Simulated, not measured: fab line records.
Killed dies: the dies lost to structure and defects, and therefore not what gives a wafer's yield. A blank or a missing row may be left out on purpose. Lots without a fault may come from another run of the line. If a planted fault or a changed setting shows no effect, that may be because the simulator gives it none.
A lot that was struck, set against a sound lot	flow berkeley_cmos170	14 out of 331 route steps
Sound: the wafers L131.1, L131.3, L131.6. Struck: wafers L139.3, L139.4, L139.6. The cause is given at the end.
For every step that has rows: the tool of each side, followed by ch and its chambers, followed by its first start. Under that, the readings that differ: sound wafers	struck wafers	difference of the means	sigmas: that difference in standard deviations of wafers without a fault.
alike: a reading whose means differ by less than 2 such deviations, as well as words and numbers matching on both sides. not compared: withheld readings; readings where some wafer has no value; bounds like >300 that might hide an equal value; numbers whose values overlap and for which the record gives no deviation.
A row with sigmas, a row that says differs or no value, or rows on one side alone: a step with any of these is where the two part. Non-overlapping numbers with no deviation appear without sigmas and do not part them. A reading missing from all wafers of one side parts the sides only when that side holds two or more wafers.

first, 2 steps without rows for these wafers: UCB170_PLDD_PEB_04; UCB170_PLDD_DEVELOP_05 (develop time 45 s).
UCB170_PLDD_CD_MEAS_06: target cd 1200 nm.
  sound on cd_sem-01 at day 7 14:34; struck on cd_sem-01 at day 9 17:02
  alike: cd_nm
UCB170_PLDD_OVL_MEAS_07:
  sound on overlay-02 at day 7 14:41; struck on overlay-02 at day 9 17:08
  alike: PLDD_OVL
then, 2 steps without rows for these wafers: UCB170_PLDD_IMPLANT_08; UCB170_PLDD_IMPLANT_09.
UCB170_PLDD_STRIP_10: strips in O2.
  sound on plasma_asher-01 ch 1, day 7 15:01; struck on plasma_asher-04 ch 0,1, day 9 17:29
  alike: drypump_motor_current_A, oes_product_au, strip_time_to_endpoint_s
  not compared: rf_hours_counter_h
UCB170_PLDD_TW_MEAS_11:
  sound on film_metro-01 at day 7 15:07; struck on film_metro-04 at day 9 17:35
reading	sound	struck	difference	sigmas
PLDD_TW	1028 1027 1029	1010 1008 1011	-18	-2
then, 4 steps without rows for these wafers: UCB170_PLDD_CLEAN_12 (cleans in SPM, time 600 s); UCB170_NLDD_HMDS_00 (prime time 60 s); UCB170_NLDD_COAT_01 (resist thk 900 nm); UCB170_NLDD_SOFTBAKE_02 (time 60 s).
UCB170_NLDD_EXPOSE_03: exposes mask NSELECT, target cd 1200 nm.
  sound on krf_scanner-01 ch 0, day 7 16:23; struck on krf_scanner-02, day 9 18:25
  no value came back on the struck wafers for exposure_dose_mJ_cm2, focus_offset_nm (nm), sigma_outer; on the sound wafers exposure_dose_mJ_cm2 reads 29.931 29.994 29.967
  alike: mask
next, for these wafers, 1 step has no rows: UCB170_NLDD_PEB_04.

== WHERE THEY PART ==
First at UCB170_PLDD_TW_MEAS_11; last, within this record, at UCB170_NLDD_EXPOSE_03.

WHY: what had been put in by the simulator
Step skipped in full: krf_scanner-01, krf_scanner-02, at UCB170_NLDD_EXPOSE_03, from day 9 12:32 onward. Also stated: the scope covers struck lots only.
